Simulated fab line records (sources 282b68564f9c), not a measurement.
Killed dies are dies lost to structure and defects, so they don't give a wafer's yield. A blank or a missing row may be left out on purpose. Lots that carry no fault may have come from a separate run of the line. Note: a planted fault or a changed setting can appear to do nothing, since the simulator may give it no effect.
Struck lot and sound lot, side by side || flow rit cmos || 43 steps out of a route of 202
Sound: wafers L518.2, L518.3, L518.6. The struck wafers were L526.1, L526.2, L526.3. The cause is given at the end.
Order at every step that has rows: each side's tool, ch and its chambers, its first start. Under that, the readings that differ: sound wafers || struck wafers || difference of the means || sigmas: that difference in standard deviations of wafers without a fault.
alike: readings whose means differ by less than 2 such deviations, and words and numbers that are the same on both sides. not compared: withheld readings, readings that some wafer has no value for, bounds like >300 that may hide the same value, and numbers for which the record gives no deviation and whose values overlap.
The two part at a step that has a row with sigmas, a row that says differs or no value, or rows on one side only. Non-overlapping numbers with no deviation appear without sigmas and do not part them. A reading that every wafer of one side lacks parts them only if that side has two wafers or more.

first, 6 steps without rows for these wafers: RIT_ACTIVE_HMDS_05 (prime time 60 s); RIT_ACTIVE_COAT_06 (resist thk 1007 nm); RIT_ACTIVE_SOFTBAKE_07 (time 60 s); RIT_ACTIVE_EXPOSE_08 (exposes mask M1, target cd 1400 nm); RIT_ACTIVE_PEB_09; RIT_ACTIVE_DEVELOP_10 (develop time 50 s).
RIT_ACTIVE_CD_MEAS_11: target cd 1400 nm.
  sound on cd sem-01 at day 2 13:17; struck on cd sem-02 at day 4 02:26
{"reading": "cd nm (nm)", "sound": "1401.9 1401.4 1401.5", "struck": "1396.4 1398.0 1394.1", "difference": -5.4, "sigmas": -2}
then, 1 step without rows for these wafers: RIT_ACTIVE_HARDBAKE_12 (time 60 s).
RIT_ACTIVE_ETCH_13: etches Si3N4 in SF6, stops on SiO2, time 210 s, target depth 210 nm.
  sound on rie diel-01 ch 0,1,2, day 2 13:32; struck on rie diel-03 ch 1,2,3, day 4 02:43
  alike: chamber pressure mTorr, drypump motor current A, oes product au, throttle valve pct
  not compared: rf hours counter h
RIT_ACTIVE_STRIP_14: strips in O2, time 180 s.
  sound on plasma asher-03 ch 0,1, day 2 13:41; struck on plasma asher-01 ch 0,1, day 4 02:50
  alike: chamber pressure mTorr, drypump motor current A
  not compared: rf hours counter h
RIT_ACTIVE_CD_MEAS_90: target cd 1400 nm.
  sound on cd sem-01 at day 2 13:52; struck on cd sem-02 at day 4 03:01
{"reading": "cd nm (nm)", "sound": "1402.1 1401.6 1401.6", "struck": "1396.8 1397.6 1394.1", "difference": -5.6, "sigmas": -2}
then, 1 step without rows for these wafers: RIT_ACTIVE_CLEAN_15 (cleans in SC1, time 600 s).
RIT_ACTIVE_CLEAN_16: cleans in dHF, time 30 s.
  sound on wet bench-02 ch 3, day 2 14:11; struck on wet bench-03 ch 1, day 4 03:19
then, 2 steps without rows for these wafers: RIT_ACTIVE_CLEAN_17 (cleans in SC2, time 600 s); RIT_FOX1_OXIDATION_00 (target thk 350.7 nm, ox time 1086 s).
RIT_FOX1_THK_MEAS_01:
  sound on film metro-03 at day 2 15:55; struck on film metro-03 at day 4 08:56
{"reading": "FOX1_OXIDE_THK (nm)", "sound": "349 343 339", "struck": "372 361 367", "difference": "+23", "sigmas": "+3"}
then, 2 steps without rows for these wafers: RIT_FOX1_WET_ETCH_02 (etches SiO2 in BOE, target depth 350 nm, time 390 s); RIT_FOX2_OXIDATION_00 (target thk 350.7 nm, ox time 1130 s).
RIT_FOX2_THK_MEAS_01:
  sound on film metro-03 at day 2 17:59; struck on film metro-02 at day 4 13:52
{"reading": "FOX2_OXIDE_THK (nm)", "sound": "357 359 359", "struck": "340 345 341", "difference": -16, "sigmas": -2}
then, 2 steps without rows for these wafers: RIT_FOX2_CLEAN_02 (cleans in dHF, time 180 s); RIT_FOX2_WET_ETCH_03 (etches Si3N4 in H3PO4, target depth 195 nm, time 2700 s).
RIT_FOX2_THK_MEAS_90:
  sound on film metro-03 at day 2 18:52; struck on film metro-04 at day 4 14:45
{"reading": "FIELD_OXIDE_LEFT_1_THK (nm)", "sound": "329 331 332", "struck": "312 318 313", "difference": -16, "sigmas": -2}
then, 6 steps without rows for these wafers: RIT_NWELL_HMDS_00 (prime time 60 s); RIT_NWELL_COAT_01 (resist thk 1300 nm); RIT_NWELL_SOFTBAKE_02 (time 60 s); RIT_NWELL_EXPOSE_03 (exposes mask M2, target cd 43900 nm); RIT_NWELL_PEB_04; RIT_NWELL_DEVELOP_05 (develop time 71.32 s).
RIT_NWELL_OVL_MEAS_06:
  sound on overlay-02 at day 2 19:56; struck on overlay-01 at day 4 15:49
{"reading": "NWELL_OVL (nm)", "sound": "-1.7 -2.8 -2.3", "struck": "-0.4 1.4 0.0", "difference": "+2.6", "sigmas": "+2"}
then, 2 steps without rows for these wafers: RIT_NWELL_HARDBAKE_07 (time 120 s); RIT_NWELL_IMPLANT_08.
RIT_NWELL_STRIP_09: strips in O2, time 180 s.
  sound on plasma asher-03 ch 0, day 2 20:22; struck on plasma asher-01 ch 0,1, day 4 16:15
{"reading": "drypump motor current A (A)", "sound": "6.17 6.16 6.15", "struck": "5.75 5.66 5.66", "difference": -0.47, "sigmas": -2}
  alike: chamber pressure mTorr
  not compared: rf hours counter h
RIT_NWELL_TW_MEAS_10:
  sound on film metro-01 at day 2 20:33; struck on film metro-02 at day 4 16:25
  alike: NWELL_TW
then, 6 steps without rows for these wafers: RIT_PWELL_HMDS_00 (prime time 60 s); RIT_PWELL_COAT_01 (resist thk 1300 nm); RIT_PWELL_SOFTBAKE_02 (time 60 s); RIT_PWELL_EXPOSE_03 (exposes mask M3, target cd 43700 nm); RIT_PWELL_PEB_04; RIT_PWELL_DEVELOP_05 (develop time 68 s).
RIT_PWELL_OVL_MEAS_06:
  sound on overlay-01 at day 2 21:49; struck on overlay-02 at day 4 17:39
{"reading": "PWELL_OVL (nm)", "sound": "1.2 1.5 2.6", "struck": "-0.9 -1.9 -1.4", "difference": -3.2, "sigmas": -2}
then, 2 steps without rows for these wafers: RIT_PWELL_HARDBAKE_07 (time 120 s); RIT_PWELL_IMPLANT_08.
RIT_M1_PROBE_99:
  sound on prober-02 at day 4 09:47; struck on prober-02 at day 6 11:43
{"reading": "killed at front end", "sound": "11 12 4", "struck": "52 46 49", "difference": "+40", "sigmas": "+12"}
{"reading": "killed dies", "sound": "11 12 4", "struck": "52 46 49", "difference": "+40", "sigmas": "+12"}
  alike: killed open, killed short

WHERE THEY PART
First at RIT_ACTIVE_CD_MEAS_11; last, within this record, at RIT_M1_PROBE_99.

WHY: what had been put in by the simulator
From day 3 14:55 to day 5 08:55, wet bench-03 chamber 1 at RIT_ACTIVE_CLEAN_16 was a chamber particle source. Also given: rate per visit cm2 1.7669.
